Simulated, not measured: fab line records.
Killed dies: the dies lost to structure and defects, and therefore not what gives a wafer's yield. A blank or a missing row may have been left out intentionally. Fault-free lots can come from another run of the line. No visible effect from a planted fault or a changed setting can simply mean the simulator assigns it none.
Code-filled problem report in 8D (eight disciplines) form    flow rit-cmos    the parts of the form that need people (team, actions taken, sign-off) are left out

== 1. THE PROBLEM ==
PLDD_TW at RIT_PLDD_TW_MEAS_10 reads a mean of 30 on 6 wafers of 2 lots; wafers without a fault read 2315 with a standard deviation of 25. Relative to the usual mean, that is a shift of -91 standard deviations.
Seen first at day 4 18:02 on film-metro-04, wafer L860.2. The record holds 42 wafers of 14 lots with a number at this step. The rule behind "out" and "out of limits": a value lying over 4 standard deviations away from the usual mean. The rest of the wafers with a number are treated as sound.

== 2. WHAT THIS IS AND IS NOT ==
question                     is                            is not
which readings at this step  PLDD_TW                       -
which lots                   L860, L862                    L852, L853, L855, L856, L857, L858, L859, L869, L870, L871, L872, L875
which wafers of those lots   all that have a number        -
read on which gauges         film-metro-02, film-metro-04  film-metro-03
when                         from day 4 18:02              up to then (21 sound wafers); but 15 sound wafers of L869, L870, L871, L872, L875 came after

== 3. WHAT RULES OUT EACH SUSPECT ==
Counting: a tool at a process step up to the reading stays a suspect if it ran every lot that is out and no sound lot after the first of them.
- ruled out: the gauge at RIT_PLDD_TW_MEAS_10. The wafers that are out were read on 2 gauges (film-metro-02, film-metro-04).
- litho-track-03 at RIT_PLDD_DEVELOP_05 (develop time 50 s): kept. Every lot that is out went through it, starting with L860 (day 4 17:00), and after that it ran no sound lot; the last sound lot it ran before then is L857 (day 4 02:00).
After counting, what remains is litho-track-03 at RIT_PLDD_DEVELOP_05.

== 4. THE CAUSE (what the simulator had put in) ==
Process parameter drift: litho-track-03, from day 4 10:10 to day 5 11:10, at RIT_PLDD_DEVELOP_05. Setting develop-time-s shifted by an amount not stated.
This tool alone remained once counting was done.

== 5. THE CHAIN OF EFFECTS, in route order ==
Each row: a reading whose mean over the struck wafers that have a number lies more than 3 standard deviations from the usual. Readings are gone through only where the record gives a usual standard deviation; hours: the median, over the lots, of the time from a lot's start at the first step in this table giving one to that lot's start at this step; sigmas: the change measured in usual standard deviations.
hours  step                 reading              usual  on struck wafers  change  sigmas
0      RIT_PLDD_TW_MEAS_10  PLDD_TW              2315   30                -2285   -91
14     RIT_M1_PROBE_99      killed-at-front-end  7.0    263.8             +256.8  +89
14     RIT_M1_PROBE_99      killed-dies          7.2    264.0             +256.8  +89
14     RIT_M1_PROBE_99      killed-on-rim        2.1    70.0              +67.9   +49
Here are the process steps it includes:
- RIT_M1_PROBE_99

== 6. HOW IT WOULD HAVE BEEN CAUGHT EARLIER ==
Counted from the fault's start at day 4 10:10, it took 8 hours until the first out-of-limits reading at a measuring or inspecting step in this record, taken at day 4 18:02.
Of the lots that are out (2), L862 began RIT_PLDD_DEVELOP_05 on litho-track-03 after day 4 18:02. A tool hold placed at that time would have kept it from harm.
